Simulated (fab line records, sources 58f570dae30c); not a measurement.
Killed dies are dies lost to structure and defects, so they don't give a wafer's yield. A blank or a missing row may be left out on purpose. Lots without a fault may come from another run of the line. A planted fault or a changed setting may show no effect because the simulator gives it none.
Chamber matching | flow berkeley_cmos170 | UCB170_V1_CMP_02 on cmp-02: 4 sister chambers
The step polishes SiO2. 18 wafers are shown with their chamber, then 9 later ones without.

WAFERS WITH THEIR CHAMBER
wafer  | chamber | motor_current_A (A)
L146.1 | 3       | 15.0
L146.2 | 0       | 16.1
L146.6 | 3       | 14.5
L151.3 | 0       | 16.7
L151.5 | 3       | 14.9
L151.6 | 2       | 17.9
L156.2 | 1       | 15.6
L156.5 | 3       | 14.6
L156.6 | 2       | 16.7
L158.2 | 0       | 16.3
L158.4 | 1       | 15.9
L158.5 | 2       | 16.9
L157.1 | 2       | 17.2
L157.3 | 1       | 15.1
L157.4 | 3       | 14.1
L160.2 | 0       | 16.3
L160.3 | 3       | 14.9
L160.4 | 1       | 15.6

SIGNATURES (means of the wafers above)
reading         | chamber 0 | chamber 1 | chamber 2 | chamber 3 | scatter within a chamber
motor_current_A | 16.350    | 15.550    | 17.175    | 14.667    | 0.37
Rule: a wafer's distance from a chamber is the root of the sum, over the readings, of the square of ((its reading less the chamber's mean) divided by the reading's scatter). The wafer belongs to the nearest chamber; if the next one is less than 2 further off, it can't be placed. The scatter: the root of (the sum of the squares of (reading less its chamber's mean) over the shown wafers, divided by (wafers less chambers)).

WAFERS WITHOUT THEIR CHAMBER
wafer  | motor_current_A (A)
L163.3 | 15.7
L163.4 | 17.0
L163.6 | 15.0
L165.1 | 15.5
L165.4 | 16.0
L165.6 | 15.4
L168.3 | 15.2
L168.4 | 14.5
L168.6 | 14.8

WHICH CHAMBER EACH WENT THROUGH
wafer  | from the rows above     | in truth
L163.3 | can't be placed: 1 or 0 | 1
L163.4 | can't be placed: 2 or 0 | 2
L163.6 | can't be placed: 3 or 1 | 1
L165.1 | 1                       | 1
L165.4 | can't be placed: 0 or 1 | 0
L165.6 | can't be placed: 1 or 3 | 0
L168.3 | can't be placed: 1 or 3 | 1
L168.4 | 3                       | 3
L168.6 | can't be placed: 3 or 1 | 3
Placed correctly: 2 of 9. Can't be placed from these rows: 7 (the true chamber is among the candidates in 6). Placed wrongly: 0.
